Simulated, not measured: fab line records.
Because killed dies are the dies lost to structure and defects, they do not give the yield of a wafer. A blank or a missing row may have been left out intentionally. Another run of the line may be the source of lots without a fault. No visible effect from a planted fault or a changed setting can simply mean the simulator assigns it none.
2 desks, one fault :: flow berkeleyCmos170 :: only its own numbers are on each desk; what lay behind them is given at the end

## THE TOOL OWNER'S DESK: cmp-01
The tool's own readings at UCB170_V1_CMP_02 (polishes SiO2): means of the sampled wafers that have a number, for each lot that ran on this tool. A lot is out of limits, marked OUT, if its mean lies more than 4 standard deviations from the usual mean; the brackets give that distance.
Columns: A = headPressurePsi at UCB170_V1_CMP_02, usual 6.000 psi; B = motorCurrentA at UCB170_V1_CMP_02, usual 16.0 A
lot: L457
first seen here: day 8 15:29
A: 6.005
B: 16.6

lot: L464
first seen here: day 10 01:41
A: 6.020
B: 15.4

lot: L468
first seen here: day 10 01:50
A: 5.994
B: 16.5

lot: L472
first seen here: day 11 17:01
A: 6.010
B: 15.1

lot: L473
first seen here: day 11 19:35
A: 6.004
B: 17.0
This desk's verdict: no lot among the 5 shows anything out of limits.

## FROM THE METROLOGY DESK
What the gauges read for every lot (on any tool): the sampled wafers with a number, averaged. A lot is out of limits, marked OUT, if its mean lies more than 4 standard deviations from the usual mean; the brackets give that distance.
Columns: A = V1_POLISHED_THK at UCB170_V1_THK_MEAS_04, usual 999.7 nm
lot: L456
first seen here: day 8 04:12
A: 1000.0

lot: L457
first seen here: day 8 15:56
A: 997.2

lot: L462
first seen here: day 9 11:21
A: 998.9

lot: L463
first seen here: day 9 21:35
A: 1000.0

lot: L465
first seen here: day 10 01:52
A: 1001.5

lot: L464
first seen here: day 10 01:57
A: 998.0

lot: L466
first seen here: day 10 02:11
A: 999.6

lot: L468
first seen here: day 10 02:16
A: 997.8

lot: L472
first seen here: day 11 17:20
A: 1340.8 (+99 or more) OUT

lot: L473
first seen here: day 11 20:01
A: 1345.8 (+99 or more) OUT

lot: L476
first seen here: day 12 07:41
A: 997.6

lot: L477
first seen here: day 12 09:18
A: 1000.5

lot: L478
first seen here: day 12 10:20
A: 1000.4

lot: L479
first seen here: day 13 11:34
A: 999.5
Per this desk, out of limits: L472, L473; the first was L472, day 11 17:20 (V1_POLISHED_THK at UCB170_V1_THK_MEAS_04). L456, L457, L462, L463, L465, L464, L466, L468, L476, L477, L478, L479: within limits.

## TAKEN TOGETHER
Metrology desk: alarm possible at day 11 17:20 on L472, L473.
Nothing out of limits was seen by the tool owner's desk.
The tool owner's desk has L472, L473 on record, within its limits.
Of the lots named, all ran UCB170_V1_CMP_02 on cmp-01.

## WHAT WAS PUT IN BY THE SIMULATOR
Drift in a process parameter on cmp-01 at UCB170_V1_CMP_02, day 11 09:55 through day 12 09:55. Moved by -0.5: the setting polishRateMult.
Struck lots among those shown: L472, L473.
Per desk, hours elapsed from the start of the fault to the first reading out of limits: for the metrology desk, 7.
